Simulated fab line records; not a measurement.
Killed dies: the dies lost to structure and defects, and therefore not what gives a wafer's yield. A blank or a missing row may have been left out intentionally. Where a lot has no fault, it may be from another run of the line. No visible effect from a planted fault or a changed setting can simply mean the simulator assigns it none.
fab line records -- flow ritCmos
record lots=14, wafers=42, lastDay=7
route steps=202 shown PWELL@48 M1@202
lots with no fault: from the same line, run without faults
startH: start of the lot's first displayed wafer, in hours after the record's first day -- waitH: hours since the lot's step before -- " same as the row above -- L1.1+2: a row that stands for several wafers -- - either no value or no given start -- * or withheld: withheld -- < > ~ a bound
route shown NAME@n: names a module that has steps shown in the file, with the first one's number in the route -- usual: mean/standard deviation of fault-free wafers -- same: alike in all rows -- chamber/n: place in a boat -- sites: readings site by site -- _std_site: the values' standard deviation -- _edge_site: inner sites' mean taken away from outer sites' mean -- radiusMm: how far each site lies from the wafer's centre -- mask NAME#n: copy n -- behind: the tool/chamber that last shaped the wafer -- hold: cause of the lot's hold/its duration in hours/its outcome -- device: the n, p or np transistor that did not switch -- end of line: the route-end tests of the same wafers -- step lacking rows: just its recipe -- killed: not the wafer's yield, but the dies lost to structure and defects at the first sort -- map: the dies of a wafer, with x for killed, . for not killed, _ for no die there
set.NAME: setting as actually run; set.NAME@STEP: the setting as run at that earlier step -- model.NAME: the simulator's own value behind a step, which no gauge read
one table for each step of the route and one row for each wafer, over a sample of lots
services: when a tool's chamber went out of use (startH, in hours from the record's first day, below 0 if earlier), for how many hours, and the reason
## steps
# step RIT_PWELL_STRIP_09
# recipe chemistry=O2, timeS=180, resist=NOVOLAK, platenTempC=withheld, powerW=500, pressureMtorr=4000, o2FlowSccm=4000
# usual drypumpMotorCurrentA=5.8/0.57, o2FlowSccm=3999/11
lot.wafer,tool,chamber,startH,waitH,drypumpMotorCurrentA,o2FlowSccm,rfHoursCounterH
L402.1,plasmaAsher-03,1,23.36,0.1,5.7,3978,40
L402.2,plasmaAsher-03,0,23.36,0.1,6.7,4004,40
L402.5,plasmaAsher-03,0,23.36,0.1,6.7,3982,-
L403.1,plasmaAsher-03,1,27.52,0.1,5.7,3998,41
L403.3,plasmaAsher-03,1,27.52,0.1,5.7,4000,-
L403.6,plasmaAsher-03,1,27.52,0.1,5.7,4000,-
L404.1,plasmaAsher-03,0,32.66,0.1,6.7,3987,41
L404.3,plasmaAsher-03,0,32.66,0.1,6.7,3991,-
L404.5,plasmaAsher-03,1,32.66,0.1,5.7,3993,-
L409.1,plasmaAsher-04,0,57.30,0.1,5.9,3184,43
L409.2,plasmaAsher-04,1,57.30,0.1,5.7,3200,43
L409.3,plasmaAsher-04,0,57.30,0.1,5.9,3189,-
L410.1,plasmaAsher-03,0,63.80,0.1,6.7,3983,45
L410.2,plasmaAsher-03,1,63.80,0.1,5.7,3993,45
L410.3,plasmaAsher-03,1,63.80,0.1,5.7,3997,-
L411.3,plasmaAsher-01,1,67.37,0.1,5.2,3999,-
L411.4,plasmaAsher-01,0,67.37,0.1,5.2,4001,-
L411.5,plasmaAsher-01,0,67.37,0.1,5.2,3997,-
L413.2,plasmaAsher-04,0,77.27,0.1,5.9,3207,45
L413.3,plasmaAsher-04,0,77.27,0.1,5.9,3196,-
L413.4,plasmaAsher-04,1,77.27,0.1,5.7,3200,-
L414.4,plasmaAsher-03,1,82.43,0.1,5.7,3992,-
L414.5,plasmaAsher-03,1,82.43,0.1,5.7,3986,-
L414.6,plasmaAsher-03,0,82.43,0.1,6.6,3985,-
L415.4,plasmaAsher-01,0,88.17,0.1,5.2,3982,-
L415.5,plasmaAsher-01,0,88.17,0.1,5.2,4001,-
L415.6,plasmaAsher-01,1,88.17,0.1,5.2,3989,-
L416.1,plasmaAsher-03,1,92.24,0.1,5.7,4011,48
L416.2,plasmaAsher-03,0,92.24,0.1,6.7,3999,48
L416.3,plasmaAsher-03,0,92.24,0.1,6.7,3990,-
L418.2,plasmaAsher-03,0,102.44,0.1,6.6,4002,49
L418.3,plasmaAsher-03,1,102.44,0.1,5.7,4006,-
L418.4,plasmaAsher-03,0,102.44,0.1,6.6,4004,-
L419.1,plasmaAsher-03,1,108.44,0.1,5.7,4014,49
L419.4,plasmaAsher-03,0,108.44,0.1,6.7,3987,-
L419.5,plasmaAsher-03,0,108.44,0.1,6.7,4003,-
L420.3,plasmaAsher-03,0,112.66,0.1,6.7,3997,-
L420.5,plasmaAsher-03,0,112.66,0.1,6.7,4002,-
L420.6,plasmaAsher-03,1,112.66,0.1,5.7,4008,-
L422.1,plasmaAsher-01,0,123.23,0.1,5.2,3992,25
L422.4,plasmaAsher-01,0,123.23,0.1,5.2,4000,-
L422.5,plasmaAsher-01,1,123.23,0.1,5.2,4009,-
# step RIT_M1_PROBE_99
# usual killedAtContacts=0.1/0.26, killedAtFrontEnd=7.5/2.8, killedDies=7.6/2.8, killedOpen=3.9/2.1, killedShort=3.7/1.7
# same grossDies=264, killed_at_M0_to_M3=0, killed_at_M4_up=0, killedAtBackSide=0, killedAtOther=0
lot.wafer,tool,chamber,startH,waitH,killedAtContacts,killedAtFrontEnd,killedDies,killedOpen,killedShort
L409.1,prober-02,-,91.78,0.1,0,3,3,1,2
L409.2,prober-02,-,91.83,0.1,0,9,9,3,6
L409.3,prober-02,-,91.88,0.2,1,13,14,8,6
L416.1,prober-01,-,128.44,0.1,0,9,9,3,6
L416.2,prober-01,-,128.49,0.1,0,4,4,2,2
L416.3,prober-01,-,128.54,0.2,0,1,1,1,0
# killed by level:class
L409.1 GATE:geometricParticle:short=2 GATE:geometricParticle:open=1
L409.2 FOX2:geometricParticle:short=3 GATE:geometricParticle:open=2 GATE:geometricParticle:short=1 REOX:geometricParticle:open=1 REOX:geometricParticle:short=1 SILICIDE:geometricParticle:short=1
L409.3 GATE:geometricParticle:open=4 REOX:geometricParticle:open=2 REOX:geometricParticle:short=2 SILICIDE:geometricParticle:short=2 SILICIDE:geometricParticle:open=2 GATE:geometricParticle:short=1 CONTACT:geometricParticle:short=1
L416.1 GATE:geometricParticle:short=3 FOX2:geometricParticle:short=2 SPACER:geometricParticle:open=2 FOX1:geometricParticle:open=1 SILICIDE:geometricParticle:short=1
L416.2 GATE:geometricParticle:short=1 GATE:geometricParticle:open=1 SPACER:geometricParticle:open=1 SILICIDE:geometricParticle:short=1
L416.3 GATE:geometricParticle:open=1
## services
tool,chamber,startH,hours,kind
plasmaAsher-04,-,108.75,9.0,pm
plasmaAsher-04,0,108.75,9.0,ventCycle
plasmaAsher-04,1,108.75,9.0,ventCycle
plasmaAsher-04,0,117.75,-,clean
plasmaAsher-04,1,117.75,-,clean
## key
firstSign step=RIT_PWELL_STRIP_09, reading=o2FlowSccm, direction=down, sigmas=73, usual=3999, struck=3196
effect none on later readings
metAt RIT_PWELL_STRIP_09
struckLots L409,L413
testerLeftOut L409,L413
fault kind=processParameterDrift, tool=plasmaAsher-04, chamber=-, onsetH=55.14, steps=RIT_PWELL_STRIP_09, channel=o2FlowSccm, offset=-800, shape=step, endH=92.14, actsIn=theseRecipesOnly, stated=4000
# testerLeftOut: of these lots the tester's yield and bins aren't shown, on N5 and GAA mostly nor the transistor test; their killed dies are dies lost to structure and defects alone, not to doping, threshold or leakage, so they don't give the yield
